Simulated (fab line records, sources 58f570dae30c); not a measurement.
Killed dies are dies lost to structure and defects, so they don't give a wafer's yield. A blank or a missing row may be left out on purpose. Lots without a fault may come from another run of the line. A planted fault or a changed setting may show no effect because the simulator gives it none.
Which tool did it? | flow berkeley_cmos170 | 14 lots, 42 wafers sampled, at 5 steps of a route of 331

WHAT THE GAUGES READ, wafer by wafer
UCB170_GATE_CD_MEAS_12: target cd 350 nm. Usual: cd_nm 350.1 nm, standard deviation 1.4.
lot  | measured     | on        | cd_nm (nm)        | flag
L533 | day 7 01:05  | cd_sem-01 | 349.7 350.7 350.4 |
L534 | day 7 01:14  | cd_sem-02 | 350.1 351.4 348.9 |
L537 | day 7 11:39  | cd_sem-02 | 351.1 350.8 351.9 |
L541 | day 7 17:37  | cd_sem-01 | 346.8 347.2 349.2 |
L538 | day 7 17:49  | cd_sem-02 | 350.8 350.4 349.8 |
L539 | day 7 18:04  | cd_sem-02 | 352.1 352.0 352.3 |
L542 | day 8 10:41  | cd_sem-01 | 349.3 350.9 350.4 |
L543 | day 8 10:59  | cd_sem-02 | 348.6 347.8 347.9 |
L544 | day 8 19:53  | cd_sem-01 | 348.6 349.7 350.8 |
L547 | day 9 13:49  | cd_sem-01 | 349.1 351.0 349.4 |
L552 | day 10 17:32 | cd_sem-01 | 349.0 349.7 350.8 |
L554 | day 10 17:58 | cd_sem-02 | 348.3 349.2 349.1 |
L555 | day 10 18:02 | cd_sem-01 | 349.6 349.5 350.1 |
L556 | day 11 01:33 | cd_sem-02 | 349.1 348.8 349.5 |

UCB170_SDANNEAL_RS_MEAS_05: measures by four-point-probe. Usual: NLDD_RS 616.6 ohm/sq, standard deviation 1.4.
lot  | measured     | on            | NLDD_RS (ohm/sq)                    | flag
L533 | day 7 16:58  | film_metro-04 | 614.7 615.6 615.1                   |
L534 | day 7 17:29  | film_metro-04 | 617.9 617.0 617.2                   |
L537 | day 8 01:10  | film_metro-04 | 615.4 616.5 617.4                   |
L541 | day 8 05:41  | film_metro-02 | 617.7 616.2 615.1                   |
L538 | day 8 06:04  | film_metro-04 | 614.7 615.4 616.3                   |
L539 | day 8 06:10  | film_metro-03 | 616.9 619.3 618.5                   |
L542 | day 9 08:16  | film_metro-04 | 615.6 615.5 615.6                   |
L543 | day 9 07:52  | film_metro-03 | 617.1 617.5 617.7                   |
L544 | day 9 12:26  | film_metro-04 | 615.9 615.7 616.9                   |
L547 | day 10 08:02 | film_metro-02 | 625.9 625.9 627.5 626.7 626.6 626.4 | OFF
L552 | day 11 11:07 | film_metro-04 | 626.5 626.7 627.4 626.1 625.8 627.1 | OFF
L554 | day 11 11:38 | film_metro-04 | 613.8 612.8 613.9                   |
L555 | day 11 10:01 | film_metro-02 | 616.3 616.7 615.9                   |
L556 | day 11 19:26 | film_metro-04 | 618.3 617.4 618.5                   |

WHICH TOOL RAN EACH LOT (tool, then ch and the chambers of the sampled wafers, then the start)
lot  | UCB170_PLDD_STRIP_10                 | UCB170_NLDD_IMPLANT_09          | UCB170_SPACER_ETCHBACK_03
L533 | plasma_asher-03 ch 0,1, day 7 03:18  | implanter-04 ch 0, day 7 06:09  | rie_diel-01 ch 0,1, day 7 09:11
L534 | plasma_asher-04 ch 0,1, day 7 03:33  | implanter-03 ch 0, day 7 06:19  | rie_diel-02 ch 0,2,3, day 7 09:16
L537 | plasma_asher-04 ch 0,1, day 7 13:56  | implanter-01 ch 0, day 7 16:46  | rie_diel-03 ch 1,2,3, day 7 20:55
L541 | plasma_asher-03 ch 0,1, day 7 19:40  | implanter-03 ch 0, day 7 21:29  | rie_diel-01 ch 0,1,2, day 8 01:00
L538 | plasma_asher-04 ch 0,1, day 7 19:56  | implanter-01 ch 0, day 7 21:43  | rie_diel-02 ch 0,1,3, day 8 01:00
L539 | plasma_asher-02 ch 0,1, day 7 20:10  | implanter-04 ch 0, day 7 22:01  | rie_diel-03 ch 0,2, day 8 01:00
L542 | plasma_asher-03 ch 0,1, day 8 13:43  | implanter-01 ch 0, day 8 19:11  | rie_diel-01 ch 1,2, day 8 23:55
L543 | plasma_asher-02 ch 0,1, day 8 13:57  | implanter-03 ch 0, day 8 19:10  | rie_diel-02 ch 0,2, day 8 23:55
L544 | plasma_asher-02 ch 0,1, day 8 22:49  | implanter-03 ch 0, day 9 02:41  | rie_diel-03 ch 1,2, day 9 07:50
L547 | plasma_asher-03 ch 0,1, day 9 16:10  | implanter-04 ch 0, day 9 17:56  | rie_diel-02 ch 0,2,3, day 10 00:50
L552 | plasma_asher-02 ch 0,1, day 10 19:38 | implanter-04 ch 0, day 10 21:22 | rie_diel-02 ch 0,2,3, day 11 03:31
L554 | plasma_asher-03 ch 0,1, day 10 20:34 | implanter-01 ch 0, day 10 22:53 | rie_diel-03 ch 0,3, day 11 03:35
L555 | plasma_asher-02 ch 0,1, day 10 20:47 | implanter-03 ch 0, day 10 22:32 | rie_diel-01 ch 0,1,3, day 11 03:31
L556 | plasma_asher-02 ch 0,1, day 11 06:26 | implanter-01 ch 0, day 11 08:16 | rie_diel-03 ch 1,2,3, day 11 12:07
- UCB170_PLDD_STRIP_10: strips in O2.
- UCB170_NLDD_IMPLANT_09
- UCB170_SPACER_ETCHBACK_03: etches SiO2 in CHF3/CF4/Ar, stops on Si, target depth 376 nm, time 100 s.

WHAT THE TOOLS THEMSELVES READ (means of the sampled wafers that have a number; where no wafer has one, the mark that the record gives instead)
UCB170_PLDD_STRIP_10. Usual: chamber_pressure_mTorr 3500 mTorr, standard deviation 3.1; drypump_motor_current_A 5.7 A, standard deviation 0.51; oes_product_au 0.734 a.u., standard deviation 0.0047; strip_time_to_endpoint_s 21.62 s, standard deviation 0.059.
lot  | tool            | chamber_pressure_mTorr (mTorr) | drypump_motor_current_A (A) | oes_product_au (a.u.) | strip_time_to_endpoint_s (s) | flag
L533 | plasma_asher-03 | 3499                           | 4.9                         | 0.735                 | 21.64                        |
L534 | plasma_asher-04 | 3500                           | 6.1                         | 0.735                 | 21.59                        |
L537 | plasma_asher-04 | 3502                           | 6.1                         | 0.733                 | 21.62                        |
L541 | plasma_asher-03 | 3499                           | 4.9                         | 0.731                 | 21.66                        |
L538 | plasma_asher-04 | 3501                           | 6.1                         | 0.733                 | 21.65                        |
L539 | plasma_asher-02 | 3502                           | 5.9                         | 0.731                 | 21.68                        |
L542 | plasma_asher-03 | 3500                           | 4.9                         | 0.736                 | 21.69                        |
L543 | plasma_asher-02 | 3498                           | 5.9                         | 0.734                 | 21.54                        |
L544 | plasma_asher-02 | 3502                           | 5.9                         | 0.738                 | 21.60                        |
L547 | plasma_asher-03 | 3501                           | 4.9                         | 0.735                 | 21.63                        |
L552 | plasma_asher-02 | 3502                           | 5.9                         | 0.739                 | 21.67                        |
L554 | plasma_asher-03 | 3500                           | 4.9                         | 0.732                 | 21.62                        |
L555 | plasma_asher-02 | 3501                           | 5.9                         | 0.730                 | 21.64                        |
L556 | plasma_asher-02 | 3502                           | 5.9                         | 0.735                 | 21.58                        |

UCB170_NLDD_IMPLANT_09. Usual: dose_ions_cm2 5e+13, standard deviation 6e+10; faraday_current_uA 158.7, standard deviation 2.8.
lot  | tool         | dose_ions_cm2 | faraday_current_uA | flag
L533 | implanter-04 | 5e+13         | 155.9              |
L534 | implanter-03 | 5e+13         | 159.4              |
L537 | implanter-01 | 5e+13         | 159.9              |
L541 | implanter-03 | 5e+13         | 158.5              |
L538 | implanter-01 | 5e+13         | 157.6              |
L539 | implanter-04 | 5e+13         | 160.8              |
L542 | implanter-01 | 5e+13         | 159.9              |
L543 | implanter-03 | 5e+13         | 159.7              |
L544 | implanter-03 | 5e+13         | 161.0              |
L547 | implanter-04 | 5e+13         | 150.7              |
L552 | implanter-04 | 5e+13         | 146.0              | OFF
L554 | implanter-01 | 5e+13         | 159.9              |
L555 | implanter-03 | 5e+13         | 158.2              |
L556 | implanter-01 | 5e+13         | 158.7              |

UCB170_SPACER_ETCHBACK_03. Usual: chamber_pressure_mTorr 200.01 mTorr, standard deviation 0.2; drypump_motor_current_A 5.5 A, standard deviation 0.47; oes_product_au 0.904 a.u., standard deviation 0.018; throttle_valve_pct 6.47 %, standard deviation 0.1.
lot  | tool        | chamber_pressure_mTorr (mTorr) | drypump_motor_current_A (A) | oes_product_au (a.u.) | throttle_valve_pct (%) | flag
L533 | rie_diel-01 | 199.97                         | 5.6                         | 0.895                 | 6.37                   |
L534 | rie_diel-02 | 200.05                         | 5.0                         | 0.891                 | 6.49                   |
L537 | rie_diel-03 | 200.14                         | 5.7                         | 0.891                 | 6.43                   |
L541 | rie_diel-01 | 200.02                         | 5.7                         | 0.908                 | 6.40                   |
L538 | rie_diel-02 | 199.98                         | 4.9                         | 0.897                 | 6.42                   |
L539 | rie_diel-03 | 199.91                         | 5.6                         | 0.905                 | 6.61                   |
L542 | rie_diel-01 | 200.04                         | 5.7                         | 0.902                 | 6.40                   |
L543 | rie_diel-02 | 199.92                         | 5.0                         | 0.912                 | 6.53                   |
L544 | rie_diel-03 | 199.89                         | 5.6                         | 0.904                 | 6.42                   |
L547 | rie_diel-02 | 199.90                         | 4.9                         | 0.892                 | 6.49                   |
L552 | rie_diel-02 | 199.96                         | 4.9                         | 0.889                 | 6.50                   |
L554 | rie_diel-03 | 200.06                         | 5.7                         | 0.914                 | 6.64                   |
L555 | rie_diel-01 | 200.01                         | 5.9                         | 0.898                 | 6.41                   |
L556 | rie_diel-03 | 199.78                         | 5.7                         | 0.905                 | 6.44                   |

THE ANSWER, worked out from the rows above alone
Rule: a lot is off if the mean of its wafers that have a number lies more than 3 standard deviations from the usual mean. A lot without any number at a reading at which 4 lots or more have one is off too. The other lots that the step has rows for count as sound. The gauges are gone through in route order, then the tools' own readings, and for those a lot's mean is taken as printed above. The first step at which some lot is off is used, and at that step the reading that is off furthest; a lot without a number counts as furthest.
Off: L547, L552, at UCB170_SDANNEAL_RS_MEAS_05 (NLDD_RS).
A tool fits if, at a process step before that reading, it ran every lot that is off, and no sound lot after the first of them. The gauges at UCB170_SDANNEAL_RS_MEAS_05 are tried like those tools. Can't be told from this: 2 tools fit, implanter-04 at UCB170_NLDD_IMPLANT_09, rie_diel-02 at UCB170_SPACER_ETCHBACK_03.

WHAT THE SIMULATOR HAD PUT IN
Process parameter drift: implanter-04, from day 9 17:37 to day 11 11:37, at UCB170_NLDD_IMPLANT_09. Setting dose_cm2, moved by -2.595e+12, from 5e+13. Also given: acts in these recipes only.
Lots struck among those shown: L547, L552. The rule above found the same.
